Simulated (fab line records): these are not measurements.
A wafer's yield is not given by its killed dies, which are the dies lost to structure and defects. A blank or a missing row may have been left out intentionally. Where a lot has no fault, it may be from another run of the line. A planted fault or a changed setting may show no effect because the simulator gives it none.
One fault seen from 2 desks -- flow rit cmos -- each desk has only its own numbers; what lay behind them comes last

THE TOOL OWNER'S DESK: pvd sputter-01
The tool's own readings at RIT_M1_SPUTTER_00 (material Al, target thk 400 nm, time 500 s): means of the sampled wafers that have a number, for each lot that ran on this tool. The brackets show how far a lot's mean lies from the usual mean; more than 4 standard deviations puts the lot out of limits, marked OUT.
Columns: A = throttle valve pct at RIT_M1_SPUTTER_00, usual 30.0 %
lot,first seen here,A
L933,day 3 19:26,29.8
L936,day 4 06:29,30.4
L938,day 4 19:10,30.0
L941,day 5 12:48,30.4
Result from this desk: across the 4 lots, nothing is out of limits.

METROLOGY DESK
What the gauges read, lot by lot, whatever tool the lot ran on: means of the sampled wafers that have a number. The brackets show how far a lot's mean lies from the usual mean; more than 4 standard deviations puts the lot out of limits, marked OUT.
Columns: A = cd nm at RIT_M1_CD_MEAS_90, usual 2600.3 nm
lot,first seen here,A
L932,day 3 18:43,2600.1
L933,day 3 21:59,2599.1
L934,day 4 04:40,2598.3
L936,day 4 09:20,2601.7
L935,day 4 10:01,2600.9
L937,day 4 17:50,2602.3
L938,day 4 21:34,2601.6
L939,day 5 01:13,2600.0
L941,day 5 15:07,2598.8
L946,day 6 17:02,2599.7
L951,day 7 12:59,2598.3
L953,day 7 19:52,2603.8
L955,day 8 07:49,2598.9
Result from this desk: across the 13 lots, nothing is out of limits.

PUT TOGETHER
The tool owner's desk saw nothing out of limits.
Nothing out of limits was seen by the metrology desk.

WHAT HAD BEEN PUT IN BY THE SIMULATOR
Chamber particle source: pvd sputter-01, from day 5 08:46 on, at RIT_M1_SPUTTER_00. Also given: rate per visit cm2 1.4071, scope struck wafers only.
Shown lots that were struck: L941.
